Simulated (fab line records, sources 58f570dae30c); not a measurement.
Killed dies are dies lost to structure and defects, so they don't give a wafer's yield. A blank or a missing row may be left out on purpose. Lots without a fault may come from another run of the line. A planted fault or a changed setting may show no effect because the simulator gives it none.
Problem report in the 8D (eight disciplines) form, filled by code | flow berkeley_cmos170 | the parts of the form that need people (team, actions taken, sign-off) are left out

1. THE PROBLEM
M1_AL_RS at UCB170_M1_RS_MEAS_01 reads a mean of 0.0391 ohm/sq on 6 wafers of 2 lots; wafers without a fault read 0.0486 ohm/sq with a standard deviation of 0.00062. That is -15 standard deviations from the usual mean.
The step: measures by four-point-probe.
First seen on wafer L717.2, day 10 05:48, on film_metro-01. The record holds 42 wafers of 14 lots with a number at this step. Rule for "out", or "out of limits": more than 4 standard deviations from the usual mean. The other wafers with a number count as sound.

2. WHAT IT IS AND WHAT IT IS NOT
question                    | is                           | is not
which readings at this step | M1_AL_RS                     | -
which lots                  | L717, L722                   | L705, L706, L708, L710, L711, L712, L713, L714, L719, L720, L726, L728
which wafers of those lots  | all that have a number       | -
read on which gauges        | film_metro-01, film_metro-04 | film_metro-02
when                        | from day 10 05:48            | up to then (30 sound wafers); but 6 sound wafers of L726, L728 came after

3. SUSPECTS, AND WHAT RULES EACH OUT
Counting: a tool at a process step up to the reading stays a suspect if it ran every lot that is out and no sound lot after the first of them.
- the gauge at UCB170_M1_RS_MEAS_01: ruled out. The wafers that are out were read on 2 gauges (film_metro-01, film_metro-04).
- pvd_sputter-01 at UCB170_M1_SPUTTER_00 (material Al, target thk 600 nm, time 80 s): kept. It ran every lot that is out, first L717 (day 10 05:43), and no sound lot after that; its last sound lot up to then is L719 (day 10 03:39).
Left after counting: pvd_sputter-01 at UCB170_M1_SPUTTER_00.

4. THE CAUSE (what the simulator had put in)
Process parameter drift: pvd_sputter-01, from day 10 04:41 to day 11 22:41, at UCB170_M1_SPUTTER_00. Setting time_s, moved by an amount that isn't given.
Counting left only this tool.

5. THE CHAIN OF EFFECTS, in route order
Each row: a reading whose mean over the struck wafers that have a number lies more than 3 standard deviations from the usual. Only readings for which the record gives a usual standard deviation are gone through. hours: the time from each lot's start at the first step in this table that gives one to its start at this step, as a median over the lots. sigmas: the change in usual standard deviations.
hours | step                    | reading        | usual         | on struck wafers | change  | sigmas
0     | UCB170_M1_RS_MEAS_01    | M1_AL_RS       | 0.0486 ohm/sq | 0.0391           | -0.0095 | -15
0     | UCB170_M1_THK_MEAS_02   | M1_AL_THK      | 599 nm        | 741              | +142    | +16
1     | UCB170_M1_METAL_ETCH_12 | oes_product_au | 0.856 a.u.    | 0.963            | +0.107  | +11
The process steps in it:
- UCB170_M1_METAL_ETCH_12: etches Al in Cl2/BCl3, stops on PSG, target depth 780 nm, time 130 s.
Later measuring or inspecting steps at which every struck wafer that the step has a row for has a number for every such reading, and none has moved that far: UCB170_M1_OVL_MEAS_10.

6. WHAT WOULD HAVE CAUGHT IT SOONER
In this record the first reading out of limits at a measuring or inspecting step was taken at day 10 05:48, 1 hour after the fault began at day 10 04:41.
Of the tool readings at UCB170_M1_SPUTTER_00 for which the record gives a usual standard deviation, none was out on any struck wafer, so an alarm limit of 4 standard deviations on them would not have fired.
Of the lots that are out (2), L722 began UCB170_M1_SPUTTER_00 on pvd_sputter-01 after day 10 05:48. A hold on the tool at that time would have spared it.
